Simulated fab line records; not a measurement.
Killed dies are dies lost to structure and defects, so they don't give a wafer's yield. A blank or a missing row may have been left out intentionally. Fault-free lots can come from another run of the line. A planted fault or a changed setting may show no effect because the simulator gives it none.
One fault seen from 2 desks    flow berkeley_cmos170    every desk sees just its own numbers, and what lay behind them comes last

FROM THE METROLOGY DESK
Lot by lot, what the gauges showed, no matter which tool ran the lot: averages of those sampled wafers that carry a number. Marked OUT: a lot whose mean sits more than 4 standard deviations from the usual mean, which makes it out of limits; the brackets give that distance.
Columns: A = V2_OVL at UCB170_V2_OVL_MEAS_13, usual 2 nm; B = cd_nm at UCB170_V2_CD_MEAS_90, usual 700.3 nm
lot   first seen here  A    B
L809  day 8 02:55      -5   701.2
L811  day 8 08:47      -4   701.5
L812  day 8 14:53      6    696.3
L814  day 9 06:25      -1   702.5
L816  day 9 08:07      -10  700.2
L817  day 9 18:51      4    699.4
L819  day 10 02:45     2    700.3
L821  day 10 03:04     9    700.1
L818  day 10 03:15     7    701.8
L823  day 10 14:16     3    698.6
L825  day 11 06:43     1    701.9
L830  day 11 18:58     8    700.4
L831  day 12 06:07     -0   701.2
This desk's verdict: no lot among the 13 shows anything out of limits.

THE TOOL OWNER'S DESK: rie_diel-03
The tool's own readings at UCB170_M2_ETCH_17 (etches BARC in N2/H2): means of the sampled wafers that have a number, for each lot that ran on this tool. Marked OUT: a lot whose mean sits more than 4 standard deviations from the usual mean, which makes it out of limits; the brackets give that distance.
Columns: A = drypump_motor_current_A at UCB170_M2_ETCH_17, usual 5.7 A; B = h2_flow_sccm at UCB170_M2_ETCH_17, usual 200.0 sccm; C = oes_product_au at UCB170_M2_ETCH_17, usual 0.996 a.u.; D = rf_fwd_power_W at UCB170_M2_ETCH_17, usual 494.5 W; E = throttle_valve_pct at UCB170_M2_ETCH_17, usual 13.30 %
lot   first seen here  A    B      C      D                E
L811  day 8 06:23      6.1  200.1  0.999  496.1            13.51
L812  day 8 11:14      5.9  199.7  0.995  494.2            13.13
L819  day 10 00:10     6.0  199.5  0.996  494.4            13.26
L818  day 10 00:50     6.1  199.5  1.000  495.1            13.34
L823  day 10 11:30     6.1  200.7  0.926  427.4 (-34) OUT  13.46
Finding of this desk: L823 out of limits; the first was L823 at day 10 11:30, on rf_fwd_power_W at UCB170_M2_ETCH_17. L811, L812, L819, L818: within limits.

ALL TOGETHER
At day 10 11:30, on L823, the tool owner's desk was in a position to raise an alarm.
Metrology desk: nothing out of limits seen.
The metrology desk has L823 on record, within its limits.
On rie_diel-03, each named lot ran UCB170_M2_ETCH_17.

WHAT THE SIMULATOR PUT IN
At UCB170_M2_ETCH_17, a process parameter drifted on rie_diel-03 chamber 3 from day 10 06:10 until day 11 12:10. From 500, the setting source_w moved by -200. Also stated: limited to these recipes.
Shown lots that were struck: L823.
Delay in hours, fault start to first out-of-limits reading, by desk: the tool owner's desk at 5.
